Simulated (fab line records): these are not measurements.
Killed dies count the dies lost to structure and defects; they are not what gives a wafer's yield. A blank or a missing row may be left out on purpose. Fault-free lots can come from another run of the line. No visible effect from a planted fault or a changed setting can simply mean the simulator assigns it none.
Which tool was responsible? | flow berkeley cmos170 | 14 lots with 42 wafers sampled at 5 steps, on a route of 331 steps

## WHAT THE GAUGES READ, wafer by wafer
UCB170_SACOX_THK_MEAS_02. Usual: SACOX_OXIDE_THK 14.27 nm, standard deviation 0.27.
lot  | measured     | on            | SACOX_OXIDE_THK (nm) | flag
L265 | day 5 21:03  | film metro-04 | 14.50 14.22 14.53    |
L264 | day 5 21:06  | film metro-01 | 14.13 14.10 14.02    |
L266 | day 6 06:29  | film metro-01 | 14.33 14.35 14.32    |
L267 | day 6 21:15  | film metro-04 | 14.54 14.47 14.38    |
L268 | day 6 21:15  | film metro-02 | 14.31 14.24 14.25    |
L272 | day 7 18:58  | film metro-01 | 14.28 14.44 14.20    |
L271 | day 7 18:59  | film metro-02 | 14.16 14.36 14.17    |
L275 | day 8 06:25  | film metro-01 | 14.76 14.96 14.99    |
L276 | day 8 19:31  | film metro-01 | 14.46 14.08 14.36    |
L277 | day 9 02:49  | film metro-02 | 14.44 14.62 14.18    |
L281 | day 9 02:53  | film metro-04 | 14.35 14.33 14.47    |
L279 | day 9 02:54  | film metro-02 | 14.79 14.61 14.63    |
L282 | day 9 22:59  | film metro-04 | 14.07 14.18 14.03    |
L286 | day 10 12:07 | film metro-02 | 14.37 14.32 14.30    |

UCB170_GATE_CD_MEAS_12: the cd target is 350 nm. Usual: cd nm 349.9 nm, standard deviation 1.4.
lot  | measured     | on        | cd nm (nm)        | flag
L265 | day 7 08:44  | cd sem-01 | 349.8 349.7 350.0 |
L264 | day 7 08:27  | cd sem-01 | 349.2 350.3 350.3 |
L266 | day 7 21:36  | cd sem-02 | 350.1 352.7 349.9 |
L267 | day 8 09:53  | cd sem-01 | 350.1 349.9 350.2 |
L268 | day 8 09:36  | cd sem-01 | 348.3 349.2 349.4 |
L272 | day 8 22:28  | cd sem-01 | 347.1 348.2 349.5 |
L271 | day 8 22:38  | cd sem-01 | 350.5 351.5 351.9 |
L275 | day 9 08:55  | cd sem-02 | 352.5 350.3 352.9 |
L276 | day 9 23:03  | cd sem-01 | 350.9 350.1 351.7 |
L277 | day 10 03:44 | cd sem-02 | 350.3 350.6 348.9 |
L281 | day 10 03:53 | cd sem-02 | 348.2 349.3 350.6 |
L279 | day 10 04:02 | cd sem-02 | 340.6 342.9 341.5 | OFF
L282 | day 11 05:01 | cd sem-02 | 341.8 342.4 342.7 | OFF
L286 | day 11 19:32 | cd sem-01 | 350.9 350.0 350.1 |

UCB170_PLDD_CD_MEAS_06: the cd target is 1200 nm. Usual: cd nm 1200.4 nm, standard deviation 1.4.
lot  | measured     | on        | cd nm (nm)           | flag
L265 | day 7 10:52  | cd sem-01 | 1202.6 1202.9 1200.9 |
L264 | day 7 10:43  | cd sem-02 | 1201.3 1201.8 1200.9 |
L266 | day 7 23:05  | cd sem-02 | 1200.5 1201.7 1201.6 |
L267 | day 8 11:30  | cd sem-01 | 1201.5 1202.1 1200.2 |
L268 | day 8 11:05  | cd sem-02 | 1197.6 1198.2 1198.2 |
L272 | day 9 00:39  | cd sem-02 | 1199.5 1200.7 1200.9 |
L271 | day 9 00:44  | cd sem-01 | 1198.8 1200.5 1199.2 |
L275 | day 9 10:52  | cd sem-01 | 1201.3 1201.4 1201.3 |
L276 | day 10 01:02 | cd sem-01 | 1200.6 1198.6 1201.7 |
L277 | day 10 05:57 | cd sem-01 | 1199.9 1199.7 1199.9 |
L281 | day 10 06:46 | cd sem-02 | 1199.8 1199.6 1199.3 |
L279 | day 10 06:32 | cd sem-02 | 1199.0 1199.5 1198.6 |
L282 | day 11 07:11 | cd sem-02 | 1203.5 1202.6 1202.9 |
L286 | day 11 21:10 | cd sem-02 | 1197.6 1197.7 1198.3 |

## WHAT TOOL EACH LOT RAN ON (gives the tool, then ch and the chambers of the sampled wafers, and finally the start)
lot  | UCB170_GATE_PEB_10                | UCB170_GATE_STRIP_16
L265 | litho track-01 ch 0, day 7 08:28  | plasma asher-03 ch 0,1, day 7 08:58
L264 | litho track-01 ch 0, day 7 08:10  | plasma asher-04 ch 0,1, day 7 08:42
L266 | litho track-01 ch 0, day 7 21:20  | plasma asher-01 ch 0,1, day 7 21:51
L267 | litho track-02 ch 0, day 8 09:36  | plasma asher-03 ch 1, day 8 10:08
L268 | litho track-02 ch 0, day 8 09:20  | plasma asher-04 ch 0,1, day 8 09:51
L272 | litho track-01 ch 0, day 8 22:12  | plasma asher-03 ch 0,1, day 8 22:43
L271 | litho track-02 ch 0, day 8 22:22  | plasma asher-01 ch 0,1, day 8 22:52
L275 | litho track-02 ch 0, day 9 08:35  | plasma asher-03 ch 0,1, day 9 09:09
L276 | litho track-02 ch 0, day 9 22:47  | plasma asher-04 ch 0,1, day 9 23:16
L277 | litho track-03 ch 0, day 10 03:23 | plasma asher-04 ch 0,1, day 10 03:59
L281 | litho track-01 ch 0, day 10 03:37 | plasma asher-03 ch 0,1, day 10 04:07
L279 | litho track-02 ch 0, day 10 03:44 | plasma asher-01 ch 0,1, day 10 04:16
L282 | litho track-02 ch 0, day 11 04:44 | plasma asher-04 ch 0,1, day 11 05:16
L286 | litho track-01 ch 0, day 11 19:16 | plasma asher-01 ch 0,1, day 11 19:47
- UCB170_GATE_PEB_10
- UCB170_GATE_STRIP_16: strips in O2.

## WHAT THE TOOLS THEMSELVES READ (means of the sampled wafers that have a number; where no wafer has one, the mark that the record gives instead)
UCB170_GATE_PEB_10. Usual: resist line temp C 22.98 C, standard deviation 0.1.
lot  | tool           | resist line temp C (C) | flag
L265 | litho track-01 | 22.83                  |
L264 | litho track-01 | 22.88                  |
L266 | litho track-01 | 22.98                  |
L267 | litho track-02 | 22.96                  |
L268 | litho track-02 | 22.95                  |
L272 | litho track-01 | 23.01                  |
L271 | litho track-02 | 22.95                  |
L275 | litho track-02 | 22.90                  |
L276 | litho track-02 | 22.94                  |
L277 | litho track-03 | 23.04                  |
L281 | litho track-01 | 23.13                  |
L279 | litho track-02 | 22.87                  |
L282 | litho track-02 | 23.07                  |
L286 | litho track-01 | 22.93                  |

UCB170_GATE_STRIP_16. Usual: drypump motor current A 5.6 A, standard deviation 0.44; oes product au 0.725 a.u., standard deviation 0.0044.
lot  | tool            | drypump motor current A (A) | oes product au (a.u.) | flag
L265 | plasma asher-03 | 5.2                         | 0.723                 |
L264 | plasma asher-04 | 5.8                         | 0.728                 |
L266 | plasma asher-01 | 5.4                         | 0.721                 |
L267 | plasma asher-03 | 5.0                         | 0.723                 |
L268 | plasma asher-04 | 5.8                         | 0.725                 |
L272 | plasma asher-03 | 5.5                         | 0.719                 |
L271 | plasma asher-01 | 5.3                         | 0.725                 |
L275 | plasma asher-03 | 5.5                         | 0.729                 |
L276 | plasma asher-04 | 5.7                         | 0.719                 |
L277 | plasma asher-04 | 5.8                         | 0.726                 |
L281 | plasma asher-03 | 5.5                         | 0.729                 |
L279 | plasma asher-01 | 5.4                         | 0.722                 |
L282 | plasma asher-04 | 5.8                         | 0.729                 |
L286 | plasma asher-01 | 5.8                         | 0.728                 |

## THE ANSWER, worked out from the rows above alone
Rule: a lot is off if the mean of its wafers that have a number lies more than 3 standard deviations from the usual mean. A lot without any number at a reading at which 4 lots or more have one is off too. All remaining lots with rows at the step are treated as sound. First the gauges in route order, then the tools' own readings, where a lot's mean is used as printed above. At the first step where some lot is off, the reading lying furthest off is the one used; lots without a number count as furthest.
Off, at UCB170_GATE_CD_MEAS_12 on cd nm: L279, L282.
A tool fits if, at a process step before that reading, it ran every lot that is off, and no sound lot after the first of them. Gauges at UCB170_GATE_CD_MEAS_12: tried the same way as those tools. 2 tools fit, litho track-02 at UCB170_GATE_PEB_10 and cd sem-02 at UCB170_GATE_CD_MEAS_12, so this cannot tell which one it is.

## WHAT THE SIMULATOR PUT IN
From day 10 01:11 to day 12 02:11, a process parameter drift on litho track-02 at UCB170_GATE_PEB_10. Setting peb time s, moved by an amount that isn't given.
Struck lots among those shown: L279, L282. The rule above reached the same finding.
